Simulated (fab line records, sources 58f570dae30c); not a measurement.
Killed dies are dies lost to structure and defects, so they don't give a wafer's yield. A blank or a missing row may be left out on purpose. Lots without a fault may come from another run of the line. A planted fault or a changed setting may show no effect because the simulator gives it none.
Which tool did it? | flow berkeley_cmos170 | 14 lots, 42 wafers sampled, at 5 steps of a route of 331

WHAT THE GAUGES READ, wafer by wafer
UCB170_M1_RS_MEAS_01: measures by four-point-probe. Usual: M1_AL_RS 0.0483 ohm/sq, standard deviation 0.00055.
lot  | measured     | on            | M1_AL_RS (ohm/sq)    | flag
L365 | day 7 16:42  | film_metro-03 | 0.0486 0.0480 0.0484 |
L366 | day 8 19:58  | film_metro-03 | 0.0478 0.0479 0.0478 |
L367 | day 8 20:14  | film_metro-04 | 0.0482 0.0494 0.0481 |
L368 | day 8 21:52  | film_metro-03 | 0.0490 0.0487 0.0484 |
L371 | day 9 17:52  | film_metro-03 | 0.0493 0.0489 0.0488 |
L373 | day 10 06:43 | film_metro-02 | 0.0484 0.0483 0.0482 |
L374 | day 10 16:08 | film_metro-03 | 0.0487 0.0481 0.0486 |
L376 | day 10 19:29 | film_metro-03 | 0.0479 0.0482 0.0482 |
L375 | day 10 19:50 | film_metro-04 | 0.0479 0.0482 0.0481 |
L377 | day 11 06:50 | film_metro-03 | 0.0482 0.0473 0.0484 |
L385 | day 12 14:37 | film_metro-04 | 0.0482 0.0475 0.0485 |
L382 | day 12 18:42 | film_metro-02 | 0.0484 0.0484 0.0477 |
L384 | day 12 18:55 | film_metro-02 | 0.0489 0.0490 0.0492 |
L388 | day 12 19:39 | film_metro-02 | 0.0481 0.0484 0.0485 |

UCB170_V1_THK_MEAS_01. Usual: V1_TEOS_THK 1999 nm, standard deviation 27.
lot  | measured     | on            | V1_TEOS_THK (nm) | flag
L365 | day 7 20:39  | film_metro-04 | 1988 1987 1991   |
L366 | day 8 23:09  | film_metro-01 | 1992 2014 1986   |
L367 | day 9 00:29  | film_metro-02 | 1988 1992 2021   |
L368 | day 9 01:49  | film_metro-01 | 1964 1954 2002   |
L371 | day 9 22:19  | film_metro-02 | 2004 1967 2001   |
L373 | day 10 09:46 | film_metro-01 | 1965 1976 1991   |
L374 | day 10 19:31 | film_metro-02 | 2063 2025 2039   |
L376 | day 10 22:41 | film_metro-01 | 2005 1977 2021   |
L375 | day 11 00:01 | film_metro-04 | 1927 1950 2044   |
L377 | day 11 10:40 | film_metro-04 | 2012 2008 1996   |
L385 | day 12 18:16 | film_metro-01 | 3886 2023 3948   | OFF
L382 | day 12 23:07 | film_metro-02 | 1990 3837 3916   | OFF
L384 | day 12 23:16 | film_metro-04 | 1979 1989 2030   |
L388 | day 13 00:28 | film_metro-04 | 2008 2012 1999   |

UCB170_V1_OVL_MEAS_13. Usual: V1_OVL 2 nm, standard deviation 5.1.
lot  | measured     | on         | V1_OVL (nm) | flag
L365 | day 7 22:44  | overlay-01 | 9 13 17     |
L366 | day 9 05:06  | overlay-02 | 3 9 6       |
L367 | day 9 05:13  | overlay-01 | 3 3 4       |
L368 | day 9 05:06  | overlay-01 | 3 5 -2      |
L371 | day 10 01:05 | overlay-02 | -2 -1 -5    |
L373 | day 10 11:35 | overlay-01 | 5 -3 2      |
L374 | day 10 23:20 | overlay-01 | 14 4 1      |
L376 | day 11 01:19 | overlay-01 | 0 -4 1      |
L375 | day 11 02:23 | overlay-01 | 6 11 4      |
L377 | day 11 14:56 | overlay-02 | 5 1 2       |
L385 | day 12 19:59 | overlay-02 | 2 5 7       |
L382 | day 13 01:26 | overlay-02 | -1 0 -4     |
L384 | day 13 04:40 | overlay-01 | -5 -2 2     |
L388 | day 13 05:01 | overlay-02 | 0 -1 -5     |

WHICH TOOL RAN EACH LOT (tool, then ch and the chambers of the sampled wafers, then the start)
lot  | UCB170_M1_SPUTTER_00         | UCB170_V1_CVD_00
L365 | pvd_sputter-03, day 7 16:37  | pecvd-02 ch 0,1,2, day 7 20:29
L366 | pvd_sputter-01, day 8 19:54  | pecvd-01 ch 0,1,2, day 8 22:59
L367 | pvd_sputter-03, day 8 20:10  | pecvd-03 ch 1,2, day 9 00:20
L368 | pvd_sputter-04, day 8 21:48  | pecvd-02 ch 1,2, day 9 01:40
L371 | pvd_sputter-04, day 9 17:49  | pecvd-02 ch 0,1, day 9 22:10
L373 | pvd_sputter-03, day 10 06:37 | pecvd-01 ch 0,1,2, day 10 09:35
L374 | pvd_sputter-03, day 10 16:01 | pecvd-02 ch 0,1,2, day 10 19:24
L376 | pvd_sputter-01, day 10 19:26 | pecvd-01 ch 0,2, day 10 22:31
L375 | pvd_sputter-03, day 10 19:47 | pecvd-03 ch 0,1,2, day 10 23:51
L377 | pvd_sputter-01, day 11 06:43 | pecvd-02 ch 0,1,2, day 11 10:34
L385 | pvd_sputter-01, day 12 14:33 | pecvd-01 ch 1,2, day 12 18:06
L382 | pvd_sputter-01, day 12 18:37 | pecvd-01 ch 1,2, day 12 22:58
L384 | pvd_sputter-04, day 12 18:44 | pecvd-03 ch 0,2, day 12 23:07
L388 | pvd_sputter-01, day 12 19:34 | pecvd-02 ch 1,2, day 13 00:17
- UCB170_M1_SPUTTER_00: material Al, target thk 600 nm, time 80 s.
- UCB170_V1_CVD_00: deposits SiO2 from TEOS/O2, target thk 2000 nm, time 250 s.

WHAT THE TOOLS THEMSELVES READ (means of the sampled wafers that have a number; where no wafer has one, the mark that the record gives instead)
UCB170_M1_SPUTTER_00. Usual: cathode_dc_power_W 6000.0 W, standard deviation 1.1; throttle_valve_pct 30.4 %, standard deviation 1.3.
lot  | tool           | cathode_dc_power_W (W) | throttle_valve_pct (%) | flag
L365 | pvd_sputter-03 | 5998.9                 | 31.5                   |
L366 | pvd_sputter-01 | 5999.2                 | 29.3                   |
L367 | pvd_sputter-03 | 5999.8                 | 31.4                   |
L368 | pvd_sputter-04 | 6001.8                 | 30.7                   |
L371 | pvd_sputter-04 | 5999.6                 | 30.2                   |
L373 | pvd_sputter-03 | 6000.8                 | 31.4                   |
L374 | pvd_sputter-03 | 5999.9                 | 31.3                   |
L376 | pvd_sputter-01 | 6000.1                 | 28.9                   |
L375 | pvd_sputter-03 | 5999.8                 | 30.8                   |
L377 | pvd_sputter-01 | 5999.2                 | 29.0                   |
L385 | pvd_sputter-01 | 6000.5                 | 28.9                   |
L382 | pvd_sputter-01 | 6000.6                 | 29.4                   |
L384 | pvd_sputter-04 | 6000.0                 | 30.6                   |
L388 | pvd_sputter-01 | 6000.4                 | 28.7                   |

UCB170_V1_CVD_00. Usual: heater_power_w 248 W, standard deviation 52.
lot  | tool     | heater_power_w (W) | flag
L365 | pecvd-02 | 195                |
L366 | pecvd-01 | 242                |
L367 | pecvd-03 | 237                |
L368 | pecvd-02 | 266                |
L371 | pecvd-02 | 231                |
L373 | pecvd-01 | 270                |
L374 | pecvd-02 | 214                |
L376 | pecvd-01 | 245                |
L375 | pecvd-03 | 244                |
L377 | pecvd-02 | 221                |
L385 | pecvd-01 | 281                |
L382 | pecvd-01 | 303                |
L384 | pecvd-03 | 262                |
L388 | pecvd-02 | 233                |

THE ANSWER, worked out from the rows above alone
Rule: a lot is off if the mean of its wafers that have a number lies more than 3 standard deviations from the usual mean. A lot without any number at a reading at which 4 lots or more have one is off too. The other lots that the step has rows for count as sound. The gauges are gone through in route order, then the tools' own readings, and for those a lot's mean is taken as printed above. The first step at which some lot is off is used, and at that step the reading that is off furthest; a lot without a number counts as furthest.
Off: L385, L382, at UCB170_V1_THK_MEAS_01 (V1_TEOS_THK).
A tool fits if, at a process step before that reading, it ran every lot that is off, and no sound lot after the first of them. The gauges at UCB170_V1_THK_MEAS_01 are tried like those tools. One fits: pecvd-01 at UCB170_V1_CVD_00. Its last sound lot is L376 (day 10 22:31), its first lot that is off L385 (day 12 18:06): a fault that began between those two fits.

WHAT THE SIMULATOR HAD PUT IN
Process parameter drift: pecvd-01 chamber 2, from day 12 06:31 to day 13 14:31, at UCB170_V1_CVD_00. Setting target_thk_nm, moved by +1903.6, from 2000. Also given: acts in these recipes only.
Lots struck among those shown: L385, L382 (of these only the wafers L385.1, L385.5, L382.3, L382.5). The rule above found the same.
